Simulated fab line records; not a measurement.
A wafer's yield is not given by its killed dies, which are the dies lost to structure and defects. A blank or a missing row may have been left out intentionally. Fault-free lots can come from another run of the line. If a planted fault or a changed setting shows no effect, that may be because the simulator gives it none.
Which tool was responsible?    flow berkeley cmos170    42 wafers from 14 lots sampled at 4 of the route's 331 steps

## WHAT THE GAUGES SHOWED, per wafer
UCB170_M2_RS_MEAS_02: measurement is done with a four-point probe.
lot   measured      on             M2_AL_RS (ohm/sq)
L623  day 8 07:31   film metro-01  0.0319 0.0316 0.0322
L624  day 8 16:19   film metro-01  0.0321 0.0325 0.0322
L625  day 8 16:07   film metro-04  0.0320 0.0323 0.0314
L626  day 9 10:31   film metro-01  0.0318 0.0325 0.0320
L627  day 9 10:49   film metro-02  0.0320 0.0324 0.0323
L628  day 9 10:25   film metro-04  0.0324 0.0328 0.0332
L639  day 12 02:12  film metro-01  0.0324 0.0319 0.0319
L640  day 12 00:50  film metro-04  0.0328 0.0325 0.0320
L641  day 12 02:08  film metro-02  0.0324 0.0320 0.0321
L642  day 12 10:12  film metro-02  0.0321 0.0314 0.0321
L643  day 13 03:37  film metro-04  0.0319 0.0320 0.0318
L645  day 13 00:39  film metro-01  0.0326 0.0320 0.0321
L644  day 13 04:40  film metro-04  0.0323 0.0321 0.0325
L646  day 13 02:07  film metro-02  0.0320 0.0320 0.0318

UCB170_M2_THK_MEAS_03: measures by xrf.
lot   measured      on             M2_AL_THK (nm)
L623  day 8 07:37   film metro-01  905 913 896
L624  day 8 16:26   film metro-01  900 888 895
L625  day 8 16:14   film metro-04  905 896 928
L626  day 9 10:38   film metro-01  909 889 903
L627  day 9 10:56   film metro-02  911 900 906
L628  day 9 10:32   film metro-04  897 883 884
L639  day 12 02:19  film metro-01  894 909 906
L640  day 12 00:57  film metro-04  892 902 917
L641  day 12 02:15  film metro-02  908 917 914
L642  day 12 10:19  film metro-02  911 932 910
L643  day 13 03:43  film metro-04  920 919 924
L645  day 13 00:46  film metro-01  889 912 902
L644  day 13 04:47  film metro-04  905 913 904
L646  day 13 02:14  film metro-02  908 910 916

## TOOL THAT RAN EACH LOT (tool first, then ch and the chambers of the sampled wafers, then the start)
lot   UCB170_FIELD_WET_ETCH_05         UCB170_CONTACT_RTA_08
L623  wet bench-02 ch 2, day 5 04:52   rtp anneal-01 ch 0, day 7 18:21
L624  wet bench-02 ch 3, day 5 12:34   rtp anneal-01 ch 0, day 8 07:19
L625  wet bench-04 ch 1, day 5 18:46   rtp anneal-02 ch 0, day 8 07:19
L626  wet bench-02 ch 1, day 6 09:59   rtp anneal-01 ch 0, day 9 00:32
L627  wet bench-02 ch 1, day 6 09:59   rtp anneal-02 ch 0, day 9 00:32
L628  wet bench-02 ch 3, day 6 09:59   rtp anneal-01 ch 0, day 8 22:56
L639  wet bench-01 ch 1, day 8 20:26   rtp anneal-02 ch 0, day 11 18:26
L640  wet bench-01 ch 0, day 8 20:26   rtp anneal-02 ch 0, day 11 17:05
L641  wet bench-01 ch 0, day 8 20:26   rtp anneal-01 ch 0, day 11 17:05
L642  wet bench-01 ch 3, day 9 14:26   rtp anneal-01 ch 0, day 12 02:36
L643  wet bench-04 ch 2, day 10 02:54  rtp anneal-01 ch 0, day 12 19:07
L645  wet bench-04 ch 2, day 10 02:54  rtp anneal-02 ch 0, day 12 17:09
L644  wet bench-02 ch 1, day 10 06:05  rtp anneal-02 ch 0, day 12 18:56
L646  wet bench-02 ch 2, day 10 06:05  rtp anneal-01 ch 0, day 12 17:22
- UCB170_FIELD_WET_ETCH_05: etches Si3N4 in H3PO4, time 12600 s.
- UCB170_CONTACT_RTA_08: time 10 s.

## WHAT THE TOOLS THEMSELVES READ (means of the sampled wafers that have a number; where no wafer has one, the mark that the record gives instead)
UCB170_CONTACT_RTA_08.
lot   tool           lamp power pct (%)  wafer_temp_C_max
L623  rtp anneal-01  23.58               907.4
L624  rtp anneal-01  23.57               905.2
L625  rtp anneal-02  24.03               905.0
L626  rtp anneal-01  23.57               905.2
L627  rtp anneal-02  24.02               903.7
L628  rtp anneal-01  23.58               907.0
L639  rtp anneal-02  24.02               904.3
L640  rtp anneal-02  24.02               904.5
L641  rtp anneal-01  23.57               906.8
L642  rtp anneal-01  23.55               906.2
L643  rtp anneal-01  23.58               905.3
L645  rtp anneal-02  24.04               905.1
L644  rtp anneal-02  24.04               904.5
L646  rtp anneal-01  23.60               905.3

## THE ANSWER, worked out from the rows above alone
Rule: what is usual is taken from the lots themselves. Put in order of their means at a reading, lots are off if they are a third of the lots or fewer, leave a main group of 4 or more, and stand apart from it by a gap of 3 or more times the standard deviation of the main group's means; of several such gaps the widest counts. The tables above print the reading to a certain number of digits; a main group whose means all agree to those digits is not used. Also off: a lot with no number at a reading for which 4 or more lots have one. Any other lot the step has rows for is counted as sound. Order of review: gauges by route order, followed by the tools' own readings, for which a lot's mean as printed above is used. At the first step where some lot is off, the reading lying furthest off is the one used; lots without a number count as furthest.
None of the lots is off at any reading shown; this tells nothing.

## WHAT THE SIMULATOR HAD PUT IN
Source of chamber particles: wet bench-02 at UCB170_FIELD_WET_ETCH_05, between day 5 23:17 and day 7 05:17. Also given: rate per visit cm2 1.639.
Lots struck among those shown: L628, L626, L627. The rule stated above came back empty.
